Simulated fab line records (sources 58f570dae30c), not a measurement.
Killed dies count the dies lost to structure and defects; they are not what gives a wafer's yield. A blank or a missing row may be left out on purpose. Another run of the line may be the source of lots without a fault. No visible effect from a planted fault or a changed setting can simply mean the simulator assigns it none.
Which tool did it?    flow berkeley-cmos170    14 lots, 42 wafers sampled, at 5 steps of a route of 331

== WHAT EACH GAUGE READ, for each wafer ==
UCB170_NWELL_THK_MEAS_02.
lot   measured     on             NWELL_OXIDE_THK (nm)
L425  day 1 22:25  film-metro-02  26.3 26.3 26.6
L426  day 2 06:38  film-metro-04  26.6 26.8 26.5
L427  day 2 06:38  film-metro-03  27.3 26.9 27.4
L428  day 2 16:06  film-metro-04  26.1 26.3 26.4
L429  day 2 16:07  film-metro-03  25.6 25.5 25.6
L430  day 2 23:16  film-metro-04  25.9 26.0 25.7
L431  day 3 11:18  film-metro-03  25.7 26.0 25.9
L432  day 3 19:22  film-metro-04  26.4 25.4 25.3
L433  day 3 19:20  film-metro-03  25.3 25.7 25.9
L434  day 4 03:34  film-metro-03  26.6 26.7 26.0
L444  day 5 21:08  film-metro-04  26.5 26.7 27.0
L445  day 6 09:53  film-metro-04  25.9 26.2 25.9
L447  day 6 13:33  film-metro-02  26.7 26.9 26.4
L448  day 6 13:33  film-metro-03  26.4 26.8 26.6

UCB170_WELLDRIVE_THK_MEAS_02.
lot   measured     on             WELLDRIVE_OXIDE_THK (nm)
L425  day 3 18:22  film-metro-01  196 199 196
L426  day 3 18:23  film-metro-02  202 202 201
L427  day 3 18:23  film-metro-04  201 201 203
L428  day 4 08:23  film-metro-02  202 203 203
L429  day 4 08:25  film-metro-04  202 203 200
L430  day 4 13:50  film-metro-01  194 194 193
L431  day 5 01:55  film-metro-04  199 199 197
L432  day 5 05:37  film-metro-04  198 199 201
L433  day 5 05:35  film-metro-01  198 200 198
L434  day 5 21:27  film-metro-02  201 200 204
L444  day 7 15:46  film-metro-02  205 206 205
L445  day 8 03:22  film-metro-04  210 208 203
L447  day 8 03:22  film-metro-02  207 204 204
L448  day 8 03:25  film-metro-04  202 205 203

UCB170_V1_THK_MEAS_04.
lot   measured      on             V1_POLISHED_THK (nm)
L425  day 7 09:52   film-metro-04  999.4 1000.1 1000.3
L426  day 7 09:35   film-metro-02  999.2 1000.1 999.6
L427  day 7 09:35   film-metro-03  999.2 1001.3 999.1
L428  day 8 09:40   film-metro-02  998.9 999.5 999.5
L429  day 8 09:59   film-metro-02  998.9 1000.6 1000.4
L430  day 8 09:59   film-metro-04  1000.6 997.6 998.5
L431  day 8 09:40   film-metro-03  999.1 997.6 998.8
L432  day 9 04:59   film-metro-04  1002.7 999.3 998.7
L433  day 9 04:58   film-metro-03  1000.5 998.5 999.5
L434  day 10 00:36  film-metro-02  1000.2 999.9 999.3
L444  day 11 18:02  film-metro-04  1251.2 1249.8 1250.5
L445  day 11 18:20  film-metro-02  1248.6 1249.2 1248.9
L447  day 11 15:45  film-metro-04  1001.0 999.9 999.5
L448  day 11 18:02  film-metro-03  1000.2 1001.2 1001.2

== EACH LOT AND THE TOOL THAT RAN IT (in order: tool; ch and the chambers of the sampled wafers; start) ==
lot   UCB170_ZERO_STRIP_07                 UCB170_V1_CMP_02
L425  plasma-asher-02 ch 0, day 1 18:31    cmp-01 ch 0,1,2, day 7 09:33
L426  plasma-asher-02 ch 0,1, day 2 03:31  cmp-02 ch 0,1, day 7 09:09
L427  plasma-asher-02 ch 0,1, day 2 05:00  cmp-01 ch 0,1,3, day 7 09:15
L428  plasma-asher-03 ch 0,1, day 2 09:44  cmp-01 ch 0,1,3, day 8 09:14
L429  plasma-asher-01 ch 0,1, day 2 13:23  cmp-01 ch 0,1,2, day 8 09:38
L430  plasma-asher-01 ch 0,1, day 2 19:02  cmp-02 ch 0,1, day 8 09:35
L431  plasma-asher-03 ch 0,1, day 3 04:13  cmp-02 ch 0,2,3, day 8 09:14
L432  plasma-asher-01 ch 0,1, day 3 11:05  cmp-02 ch 1,2,3, day 9 04:38
L433  plasma-asher-03 ch 0,1, day 3 17:35  cmp-01 ch 0,2, day 9 04:35
L434  plasma-asher-03 ch 0,1, day 3 21:20  cmp-02 ch 0,1,3, day 10 00:19
L444  plasma-asher-03 ch 0,1, day 5 16:44  cmp-02 ch 0,1,3, day 11 17:37
L445  plasma-asher-02 ch 0,1, day 6 00:42  cmp-02 ch 0,3, day 11 17:55
L447  plasma-asher-02 ch 0,1, day 6 11:24  cmp-01 ch 1,2,3, day 11 15:20
L448  plasma-asher-01 ch 0,1, day 6 11:51  cmp-01 ch 1,3, day 11 17:37
- UCB170_ZERO_STRIP_07: strips in O2.
- UCB170_V1_CMP_02: polishes SiO2.

== AS READ BY THE TOOLS THEMSELVES (means over the sampled wafers that have a number; for cases with no such wafer, the mark the record gives instead) ==
UCB170_ZERO_STRIP_07.
lot   tool             drypump-motor-current-A (A)  oes-product-au (a.u.)  strip-time-to-endpoint-s (s)
L425  plasma-asher-02  6.2                          0.728                  21.49
L426  plasma-asher-02  6.1                          0.724                  21.50
L427  plasma-asher-02  6.0                          0.729                  21.40
L428  plasma-asher-03  5.3                          0.723                  21.40
L429  plasma-asher-01  6.3                          0.731                  21.44
L430  plasma-asher-01  6.3                          0.730                  21.50
L431  plasma-asher-03  5.3                          0.728                  21.60
L432  plasma-asher-01  6.3                          0.726                  21.55
L433  plasma-asher-03  5.3                          0.727                  21.59
L434  plasma-asher-03  5.3                          0.724                  21.42
L444  plasma-asher-03  5.3                          0.726                  21.57
L445  plasma-asher-02  6.1                          0.729                  21.47
L447  plasma-asher-02  6.0                          0.727                  21.59
L448  plasma-asher-01  6.3                          0.724                  21.49

UCB170_V1_CMP_02.
lot   tool    motor-current-A (A)
L425  cmp-01  16.0
L426  cmp-02  19.8
L427  cmp-01  17.3
L428  cmp-01  17.2
L429  cmp-01  16.1
L430  cmp-02  18.3
L431  cmp-02  16.9
L432  cmp-02  16.0
L433  cmp-01  14.7
L434  cmp-02  16.9
L444  cmp-02  17.9
L445  cmp-02  16.4
L447  cmp-01  17.3
L448  cmp-01  19.2

== THE ANSWER, worked out from the rows above alone ==
Rule: the lots themselves supply what counts as usual. Put in order of their means at a reading, lots are off if they are a third of the lots or fewer, leave a main group of 4 or more, and stand apart from it by a gap of 3 or more times the standard deviation of the main group's means; of several such gaps the widest counts. The tables above print the reading to a certain number of digits; a main group whose means all agree to those digits is not used. Also off: a lot with no number at a reading for which 4 or more lots have one. All remaining lots with rows at the step are treated as sound. First the gauges in route order, then the tools' own readings, where a lot's mean is used as printed above. The first step at which some lot is off is used, and at that step the reading that is off furthest; a lot without a number counts as furthest.
Off: L444, L445, at UCB170_V1_THK_MEAS_04 (V1_POLISHED_THK). For the main group the mean is 999.7 nm and the standard deviation 0.6.
A tool fits if, at a process step before that reading, it ran every lot that is off, and no sound lot after the first of them. Gauges at UCB170_V1_THK_MEAS_04: tried the same way as those tools. One candidate fits, namely cmp-02 at UCB170_V1_CMP_02. A fault onset in the window from L434 (day 10 00:19, its last sound lot) to L444 (day 11 17:37, its first lot off) fits.

== WHAT THE SIMULATOR PUT IN ==
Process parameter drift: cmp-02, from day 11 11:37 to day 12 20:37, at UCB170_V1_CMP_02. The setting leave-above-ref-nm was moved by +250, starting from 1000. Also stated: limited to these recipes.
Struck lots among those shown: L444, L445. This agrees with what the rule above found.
